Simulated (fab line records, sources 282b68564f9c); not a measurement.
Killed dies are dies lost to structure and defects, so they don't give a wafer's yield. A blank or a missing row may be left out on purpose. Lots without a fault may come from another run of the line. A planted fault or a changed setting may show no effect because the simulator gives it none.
Which tool did it? | flow rit_cmos | 13 lots, 39 wafers sampled, at 3 steps of a route of 202

WHAT THE GAUGES READ, wafer by wafer
RIT_M1_RS_MEAS_01: measures by four-point-probe.
lot  | measured    | on            | M1_AL_RS (ohm/sq)
L412 | day 3 12:01 | film_metro-04 | 0.0731 0.0731 0.0729
L413 | day 3 14:45 | film_metro-02 | 0.0747 0.0736 0.0736
L414 | day 3 17:53 | film_metro-02 | 0.0729 0.0716 0.0722
L415 | day 4 01:44 | film_metro-03 | 0.0726 0.0470 0.0735
L420 | day 5 04:49 | film_metro-02 | 0.0463 0.0711 0.0712
L425 | day 6 06:08 | film_metro-04 | 0.0745 0.0740 0.0744
L427 | day 6 13:47 | film_metro-02 | 0.0737 0.0732 0.0732
L429 | day 7 00:38 | film_metro-02 | 0.0726 0.0729 0.0733
L431 | day 7 10:24 | film_metro-02 | 0.0734 0.0738 0.0727
L432 | day 7 16:43 | film_metro-03 | 0.0732 0.0734 0.0733
L433 | day 7 21:51 | film_metro-02 | 0.0734 0.0736 0.0729
L434 | day 7 23:19 | film_metro-02 | 0.0732 0.0736 0.0729
L435 | day 8 07:31 | film_metro-02 | 0.0734 0.0742 0.0739

RIT_M1_THK_MEAS_02: measures by xrf.
lot  | measured    | on            | M1_AL_THK (nm)
L412 | day 3 12:08 | film_metro-04 | 399 397 401
L413 | day 3 14:52 | film_metro-02 | 387 396 397
L414 | day 3 18:00 | film_metro-02 | 399 406 402
L415 | day 4 01:52 | film_metro-03 | 402 616 396
L420 | day 5 04:56 | film_metro-02 | 628 412 409
L425 | day 6 06:15 | film_metro-04 | 390 392 392
L427 | day 6 13:53 | film_metro-02 | 398 400 400
L429 | day 7 00:44 | film_metro-02 | 401 399 398
L431 | day 7 10:31 | film_metro-02 | 395 392 402
L432 | day 7 16:50 | film_metro-03 | 399 395 397
L433 | day 7 21:58 | film_metro-02 | 396 396 401
L434 | day 7 23:25 | film_metro-02 | 398 396 399
L435 | day 8 07:37 | film_metro-02 | 396 393 393

WHICH TOOL RAN EACH LOT (tool, then ch and the chambers of the sampled wafers, then the start)
lot  | RIT_M1_SPUTTER_00
L412 | pvd_sputter-04, day 3 11:43
L413 | pvd_sputter-01, day 3 14:28
L414 | pvd_sputter-04, day 3 17:34
L415 | pvd_sputter-04, day 4 01:27
L420 | pvd_sputter-04, day 5 04:32
L425 | pvd_sputter-03, day 6 05:50
L427 | pvd_sputter-03, day 6 13:27
L429 | pvd_sputter-03, day 7 00:19
L431 | pvd_sputter-03, day 7 10:05
L432 | pvd_sputter-04, day 7 16:26
L433 | pvd_sputter-01, day 7 21:34
L434 | pvd_sputter-04, day 7 22:58
L435 | pvd_sputter-01, day 8 07:11
- RIT_M1_SPUTTER_00: material Al, target thk 400 nm, time 500 s.

WHAT THE TOOLS THEMSELVES READ (means of the sampled wafers that have a number; where no wafer has one, the mark that the record gives instead)
RIT_M1_SPUTTER_00.
lot  | tool           | throttle_valve_pct (%)
L412 | pvd_sputter-04 | 30.8
L413 | pvd_sputter-01 | 28.6
L414 | pvd_sputter-04 | 30.5
L415 | pvd_sputter-04 | 31.0
L420 | pvd_sputter-04 | 30.7
L425 | pvd_sputter-03 | 29.7
L427 | pvd_sputter-03 | 30.5
L429 | pvd_sputter-03 | 30.0
L431 | pvd_sputter-03 | 30.9
L432 | pvd_sputter-04 | 31.4
L433 | pvd_sputter-01 | 30.0
L434 | pvd_sputter-04 | 30.8
L435 | pvd_sputter-01 | 30.3

THE ANSWER, worked out from the rows above alone
Rule: what is usual is taken from the lots themselves. Put in order of their means at a reading, lots are off if they are a third of the lots or fewer, leave a main group of 4 or more, and stand apart from it by a gap of 3 or more times the standard deviation of the main group's means; of several such gaps the widest counts. A main group whose means are all the same, to the digits that the tables above print for the reading, isn't used. A lot without any number at a reading at which 4 lots or more have one is off too. The other lots that the step has rows for count as sound. The gauges are gone through in route order, then the tools' own readings, and for those a lot's mean is taken as printed above. The first step at which some lot is off is used, and at that step the reading that is off furthest; a lot without a number counts as furthest.
Off: L415, L420, at RIT_M1_RS_MEAS_01 (M1_AL_RS). The main group: mean 0.0733 ohm/sq, standard deviation 0.00053.
A tool fits if, at a process step before that reading, it ran every lot that is off, and no sound lot after the first of them. The gauges at RIT_M1_RS_MEAS_01 are tried like those tools. None of those tried fits.

WHAT THE SIMULATOR HAD PUT IN
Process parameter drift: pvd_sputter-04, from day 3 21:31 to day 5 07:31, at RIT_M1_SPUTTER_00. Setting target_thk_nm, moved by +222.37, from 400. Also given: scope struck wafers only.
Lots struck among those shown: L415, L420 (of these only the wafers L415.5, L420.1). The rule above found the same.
